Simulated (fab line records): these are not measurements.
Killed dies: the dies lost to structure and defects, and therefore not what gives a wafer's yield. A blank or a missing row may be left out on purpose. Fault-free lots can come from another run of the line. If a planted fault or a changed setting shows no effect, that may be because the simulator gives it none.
One fault through the eyes of 2 desks + flow rit-cmos + each desk holds nothing but its own numbers, with what lay behind them at the end

== AT THE METROLOGY DESK ==
What the gauges read, lot by lot, whatever tool the lot ran on: means of the sampled wafers that have a number. Marked OUT: a lot whose mean sits more than 4 standard deviations from the usual mean, which makes it out of limits; the brackets give that distance.
Columns: A = SPACER_NITRIDE_THK at RIT_SPACER_THK_MEAS_04, usual 248.8 nm
| lot  | first seen here | A               |
|------|-----------------|-----------------|
| L341 | day 3 02:56     | 246.3           |
| L342 | day 3 08:43     | 247.0           |
| L343 | day 3 13:02     | 247.3           |
| L345 | day 3 22:37     | 248.8           |
| L346 | day 4 03:10     | 285.1 (+16) OUT |
| L354 | day 5 17:52     | 252.1           |
| L355 | day 6 00:27     | 247.5           |
| L356 | day 6 02:22     | 250.7           |
| L357 | day 6 11:07     | 251.9           |
| L361 | day 7 07:00     | 248.0           |
| L362 | day 7 08:56     | 249.8           |
| L363 | day 7 15:10     | 247.5           |
Per this desk, out of limits: L346; the first was L346, day 4 03:10 (SPACER_NITRIDE_THK at RIT_SPACER_THK_MEAS_04). L341, L342, L343, L345, L354, L355, L356, L357, L361, L362, L363 stayed within limits.

== THE TOOL OWNER'S DESK: lpcvd-01 ==
The tool's own readings at RIT_SPACER_CVD_03 (deposits Si3N4 from SiH2Cl2/NH3, target thk 250 nm, time 3300 s): means of the sampled wafers that have a number, for each lot that ran on this tool. Marked OUT: a lot whose mean sits more than 4 standard deviations from the usual mean, which makes it out of limits; the brackets give that distance.
Columns: A = pressure-mtorr at RIT_SPACER_CVD_03, usual 300.0 mTorr; B = sih2cl2-flow-sccm at RIT_SPACER_CVD_03, usual 60.04 sccm; C = zone-power-centre-pct at RIT_SPACER_CVD_03, usual 37.4 %
| lot  | first seen here | A     | B                       | C    |
|------|-----------------|-------|-------------------------|------|
| L342 | day 3 06:48     | 300.3 | 59.96                   | 41.6 |
| L346 | day 4 01:15     | 300.6 | 90.22 (+99 or more) OUT | 41.4 |
| L354 | day 5 15:57     | 300.4 | 59.90                   | 33.1 |
This desk's verdict: out of limits on L346, starting with L346 at day 4 01:15 (sih2cl2-flow-sccm at RIT_SPACER_CVD_03). L342, L354 stayed within limits.

== TAKEN TOGETHER ==
An alarm could have come from the tool owner's desk at day 4 01:15, on L346.
Metrology desk: alarm possible at day 4 03:10 on L346.
Every lot named ran RIT_SPACER_CVD_03 on lpcvd-01.

== WHAT HAD BEEN PUT IN BY THE SIMULATOR ==
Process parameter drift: lpcvd-01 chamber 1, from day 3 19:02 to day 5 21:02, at RIT_SPACER_CVD_03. Setting sih2cl2-flow-sccm shifted by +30 from 60. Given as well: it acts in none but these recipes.
Shown lots that were struck: L346.
Fault start to first reading out of limits, in hours, per desk: tool owner, 6; metrology, 8.
